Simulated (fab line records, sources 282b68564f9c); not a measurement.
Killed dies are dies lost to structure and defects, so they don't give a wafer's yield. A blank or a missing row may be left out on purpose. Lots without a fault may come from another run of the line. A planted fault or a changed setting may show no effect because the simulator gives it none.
A struck lot beside a sound one | flow rit_cmos | 41 steps out of a route of 202
Sound: wafers L927.1, L927.5, L927.6. Struck: wafers L934.4, L934.5, L934.6. The cause comes at the end.
At each step with rows: each side's tool, then ch and its chambers, then its first start. Under that, the readings that differ: sound wafers | struck wafers | difference of the means | sigmas: that difference in standard deviations of wafers without a fault.
alike: readings whose means differ by less than 2 such deviations, and words and numbers that are the same on both sides. not compared: withheld readings, readings that some wafer has no value for, bounds like >300 that may hide the same value, and numbers for which the record gives no deviation and whose values overlap.
The two part at a step that has a row with sigmas, a row that says differs or no value, or rows on one side only. Numbers that don't overlap but have no deviation are shown without sigmas and don't part them. A reading that every wafer of one side lacks parts them only if that side has two wafers or more.

first, 1 step without rows for these wafers: RIT_GATE_CLEAN_04 (cleans in dHF, time 60 s).
RIT_FOX2_THK_MEAS_91:
  sound on film_metro-04, day 3 23:18; struck on film_metro-01, day 5 07:54
  alike: FIELD_OXIDE_LEFT_2_THK
then, 2 steps without rows for these wafers: RIT_GATE_OXIDATION_05 (target thk 3 nm, ox time 270 s); RIT_GATE_ANNEAL_06 (time 600 s).
RIT_GATE_THK_MEAS_07:
  sound on film_metro-02, day 4 01:02; struck on film_metro-04, day 5 09:17
  alike: GATE_OXIDE_THK
then, 1 step without rows for these wafers: RIT_GATE_CVD_08 (deposits poly-Si from SiH4, target thk 250 nm, time 2220 s).
RIT_GATE_THK_MEAS_09:
  sound on film_metro-01, day 4 03:59; struck on film_metro-01, day 5 10:58
  alike: GATE_POLY_THK
then, 2 steps without rows for these wafers: RIT_GATE_HMDS_10 (prime time 60 s); RIT_GATE_COAT_11 (resist thk 850 nm).
RIT_GATE_SOFTBAKE_12: time 61.23 s.
  sound on litho_track-04 ch 0, day 4 04:20; struck on litho_track-01 ch 0, day 5 11:25
  alike: plate_sensor_t_centre_C, plate_sensor_t_edge_C
then, 2 steps without rows for these wafers: RIT_GATE_EXPOSE_13 (exposes mask M6, target cd 150 nm); RIT_GATE_PEB_14.
RIT_GATE_DEVELOP_15: develop time 50 s.
  sound on litho_track-04 ch 0, day 4 04:00; struck on litho_track-04 ch 0, day 5 11:00
RIT_GATE_OVL_MEAS_17:
  sound on overlay-02, day 4 05:08; struck on overlay-01, day 5 12:09
  alike: GATE_OVL
then, 1 step without rows for these wafers: RIT_GATE_HARDBAKE_18 (time 60 s).
RIT_GATE_ETCH_19: etches poly-Si in SF6/CHF3/O2, stops on SiO2, time 165 s, target depth 312.5 nm.
  sound on rie_si-02 ch 0,1,2, day 4 05:19; struck on rie_si-01 ch 0,1,2, day 5 12:19
  alike: drypump_motor_current_A, oes_product_au, throttle_valve_pct
  not compared: rf_hours_counter_h
RIT_GATE_STRIP_20: strips in O2, time 180 s.
  sound on plasma_asher-01 ch 0,1, day 4 05:26; struck on plasma_asher-04 ch 0,1, day 5 12:29
  alike: drypump_motor_current_A
  not compared: rf_hours_counter_h
then, 4 steps without rows for these wafers: RIT_REOX_CLEAN_00 (cleans in SC1, time 600 s); RIT_REOX_CLEAN_01 (cleans in dHF, time 30 s); RIT_REOX_CLEAN_02 (cleans in SC2, time 600 s); RIT_REOX_OXIDATION_03 (target thk 25.2 nm, ox time 5580 s).
RIT_REOX_THK_MEAS_04:
  sound on film_metro-01, day 4 08:38; struck on film_metro-04, day 5 15:40
  alike: REOX_OXIDE_THK
then, 6 steps without rows for these wafers: RIT_NLDD_HMDS_00 (prime time 60 s); RIT_NLDD_COAT_01 (resist thk 1000 nm); RIT_NLDD_SOFTBAKE_02 (time 60 s); RIT_NLDD_EXPOSE_03 (exposes mask M7, target cd 40700 nm); RIT_NLDD_PEB_04; RIT_NLDD_DEVELOP_05 (develop time 50 s).
RIT_NLDD_OVL_MEAS_06:
  sound on overlay-01, day 4 09:41; struck on overlay-01, day 5 16:34
  alike: NLDD_OVL
then, 2 steps without rows for these wafers: RIT_NLDD_HARDBAKE_07 (time 60 s); RIT_NLDD_IMPLANT_08.
RIT_NLDD_STRIP_09: strips in O2, time 180 s.
  sound on plasma_asher-03 ch 0,1, day 4 10:01; struck on plasma_asher-03 ch 0,1, day 5 16:57
  alike: drypump_motor_current_A
  not compared: rf_hours_counter_h
RIT_NLDD_TW_MEAS_10:
  sound on film_metro-02, day 4 10:11; struck on film_metro-04, day 5 17:05
  alike: NLDD_TW
then, 6 steps without rows for these wafers: RIT_PLDD_HMDS_00 (prime time 60 s); RIT_PLDD_COAT_01 (resist thk 1000 nm); RIT_PLDD_SOFTBAKE_02 (time 60 s); RIT_PLDD_EXPOSE_03 (exposes mask M8, target cd 40900 nm); RIT_PLDD_PEB_04; RIT_PLDD_DEVELOP_05 (develop time 50 s).
RIT_PLDD_OVL_MEAS_06:
  sound on overlay-01, day 4 11:06; struck on overlay-02, day 5 17:59
  reading       | sound       | struck         | difference | sigmas
  PLDD_OVL (nm) | 1.7 2.8 1.1 | -0.6 -2.1 -0.8 | -3.0       | -2
RIT_M1_PROBE_99:
  sound on prober-02, day 5 00:43; struck on prober-01, day 6 08:17
  reading                             | sound             | struck            | difference | sigmas
  model.etest.pmos_0p15.r_on_ohm_um   | 2781 2710 2827    | 2561 2620 2543    | -198       |
  model.etest.pmos_turned.r_on_ohm_um | 3524 3436 3571    | 3421 3413 3304    | -131       |
  model.etest.nmos_0p15.r_on_ohm_um   | 1114 1082 1114    | 1023 1045 1025    | -72        |
  model.etest.nmos_0p15.drive_ua_um   | 483.4 499.1 491.6 | 541.1 536.1 543.3 | +48.8      |
  model.etest.pmos_0p15.drive_ua_um   | 252 264.3 252.7   | 284.7 277.2 284.7 | +25.9      |
  model.etest.npoly_line.line_ohm_um  | 172.1 174 175.4   | 214.4 214.7 212.7 | +40.1      |
  not compared: model.etest.pmos_0p3.r_on_ohm_um, model.etest.nmos_0p3.r_on_ohm_um

WHERE THEY PART
Only at RIT_PLDD_OVL_MEAS_06, within this record.

WHY: what the simulator had put in
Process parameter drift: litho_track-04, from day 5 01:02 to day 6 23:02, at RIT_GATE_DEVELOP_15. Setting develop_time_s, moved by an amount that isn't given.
